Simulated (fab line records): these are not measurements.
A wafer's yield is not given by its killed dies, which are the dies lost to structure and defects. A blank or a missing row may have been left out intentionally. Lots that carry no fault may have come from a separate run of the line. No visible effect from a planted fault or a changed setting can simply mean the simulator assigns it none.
Split-lot study / flow berkeley-cmos170 / route with 331 steps; 5 lots, 23 wafers read

THE SPLIT ITSELF
At UCB170_GATE_CVD_04 (deposits poly-Si from SiH4, time 1440 s, target thk 214 nm), the setting temp-c was moved away from the recipe's 610 C on 5 of the 23 wafers read, by +2.0%. The other wafers ran this setting at the recipe's value.

FROM THE SPLIT TO THE READING: what the file shows between them, 2 steps
- UCB170_GATE_THK_MEAS_05
- UCB170_GATE_ETCH_14: etches BARC in N2/H2 (also split here: bias-w)

THE READING
oes-product-au, in a.u., at UCB170_GATE_ETCH_15 (etches poly-Si in HBr/Cl2, stops on SiO2, time 56.3 s, target depth 278.2 nm). Typical for fault-free wafers on this fab line: 0.830 a.u., with standard deviation 0.018 a.u.

wafer=L074.1; tool, chamber at the split=-, -; temp-c as run, C=610; against the recipe=recipe; oes-product-au, a.u.=0.813; against lot-mates on the recipe=-
wafer=L074.2; tool, chamber at the split=-, -; temp-c as run, C=610; against the recipe=recipe; oes-product-au, a.u.=0.858; against lot-mates on the recipe=-
wafer=L074.3; tool, chamber at the split=-, -; temp-c as run, C=610; against the recipe=recipe; oes-product-au, a.u.=0.844; against lot-mates on the recipe=-
wafer=L074.4; tool, chamber at the split=-, -; temp-c as run, C=610; against the recipe=recipe; oes-product-au, a.u.=0.833; against lot-mates on the recipe=-
wafer=L074.6; tool, chamber at the split=-, -; temp-c as run, C=610; against the recipe=recipe; oes-product-au, a.u.=0.830; against lot-mates on the recipe=-
wafer=L077.1; tool, chamber at the split=-, -; temp-c as run, C=610; against the recipe=recipe; oes-product-au, a.u.=0.830; against lot-mates on the recipe=-
wafer=L077.2; tool, chamber at the split=-, -; temp-c as run, C=610; against the recipe=recipe; oes-product-au, a.u.=0.855; against lot-mates on the recipe=-
wafer=L077.3; tool, chamber at the split=-, -; temp-c as run, C=610; against the recipe=recipe; oes-product-au, a.u.=0.826; against lot-mates on the recipe=-
wafer=L077.4; tool, chamber at the split=-, -; temp-c as run, C=610; against the recipe=recipe; oes-product-au, a.u.=0.821; against lot-mates on the recipe=-
wafer=L077.6; tool, chamber at the split=-, -; temp-c as run, C=610; against the recipe=recipe; oes-product-au, a.u.=0.831; against lot-mates on the recipe=-
wafer=L082.1; tool, chamber at the split=-, -; temp-c as run, C=610; against the recipe=recipe; oes-product-au, a.u.=0.839; against lot-mates on the recipe=-
wafer=L082.2; tool, chamber at the split=-, -; temp-c as run, C=610; against the recipe=recipe; oes-product-au, a.u.=0.811; against lot-mates on the recipe=-
wafer=L082.3; tool, chamber at the split=-, -; temp-c as run, C=610; against the recipe=recipe; oes-product-au, a.u.=0.829; against lot-mates on the recipe=-
wafer=L082.4; tool, chamber at the split=-, -; temp-c as run, C=610; against the recipe=recipe; oes-product-au, a.u.=0.849; against lot-mates on the recipe=-
wafer=L082.5; tool, chamber at the split=-, -; temp-c as run, C=610; against the recipe=recipe; oes-product-au, a.u.=0.833; against lot-mates on the recipe=-
wafer=L083.1; tool, chamber at the split=-, -; temp-c as run, C=622.3; against the recipe=+2.0%; oes-product-au, a.u.=1.029; against lot-mates on the recipe=no lot-mate on the recipe
wafer=L083.2; tool, chamber at the split=-, -; temp-c as run, C=622.3; against the recipe=+2.0%; oes-product-au, a.u.=0.987; against lot-mates on the recipe=no lot-mate on the recipe
wafer=L083.3; tool, chamber at the split=-, -; temp-c as run, C=622.3; against the recipe=+2.0%; oes-product-au, a.u.=0.992; against lot-mates on the recipe=no lot-mate on the recipe
wafer=L083.4; tool, chamber at the split=-, -; temp-c as run, C=622.3; against the recipe=+2.0%; oes-product-au, a.u.=0.973; against lot-mates on the recipe=no lot-mate on the recipe
wafer=L083.6; tool, chamber at the split=-, -; temp-c as run, C=622.3; against the recipe=+2.0%; oes-product-au, a.u.=1.038; against lot-mates on the recipe=no lot-mate on the recipe
wafer=L085.1; tool, chamber at the split=lpcvd-02, 0; temp-c as run, C=610; against the recipe=recipe; oes-product-au, a.u.=0.817; against lot-mates on the recipe=-
wafer=L085.3; tool, chamber at the split=lpcvd-02, 0; temp-c as run, C=610; against the recipe=recipe; oes-product-au, a.u.=0.804; against lot-mates on the recipe=-
wafer=L085.5; tool, chamber at the split=lpcvd-02, 0; temp-c as run, C=610; against the recipe=recipe; oes-product-au, a.u.=0.819; against lot-mates on the recipe=-

THE FIT
A straight line over all 23 wafers: oes-product-au changes by +0.0861 a.u. for each +1% of temp-c; r = +0.97; the points scatter about the line by 0.018 a.u.
Too few moved wafers with a lot-mate on the recipe to fit a line net of each lot's own level.

THE WHOLE CHAIN: every reading that the file lists as answering this split, in the file's order
step=UCB170_GATE_CVD_04; what it does=deposits poly-Si from SiH4, time 1440 s, target thk 214 nm; reading=poly-Si_of_GATE_CVD_04.thk-nm (the simulator's own value, which no gauge read); change (the file's fit)=+34.6 nm for each +1% of the setting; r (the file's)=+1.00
step=UCB170_GATE_THK_MEAS_05; what it does=; reading=GATE_POLY_THK; change (the file's fit)=+34.7 for each +1% of the setting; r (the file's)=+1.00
step=UCB170_GATE_ETCH_15; what it does=etches poly-Si in HBr/Cl2, stops on SiO2, time 56.3 s, target depth 278.2 nm; reading=oes-product-au; change (the file's fit)=+0.0861 a.u. for each +1% of the setting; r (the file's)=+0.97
step=UCB170_GATE_ETCH_15; what it does=etches poly-Si in HBr/Cl2, stops on SiO2, time 56.3 s, target depth 278.2 nm; reading=etch.depth-nm (the simulator's own value, which no gauge read); change (the file's fit)=+31.7 nm for each +1% of the setting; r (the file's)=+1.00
step=UCB170_GATE_ETCH_15; what it does=etches poly-Si in HBr/Cl2, stops on SiO2, time 56.3 s, target depth 278.2 nm; reading=GATE.feature-depth-nm (the simulator's own value, which no gauge read); change (the file's fit)=+31.7 nm for each +1% of the setting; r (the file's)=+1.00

FILE'S OWN FIT
oes-product-au changes by +0.0861 a.u. for each +1% of temp-c, r = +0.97.
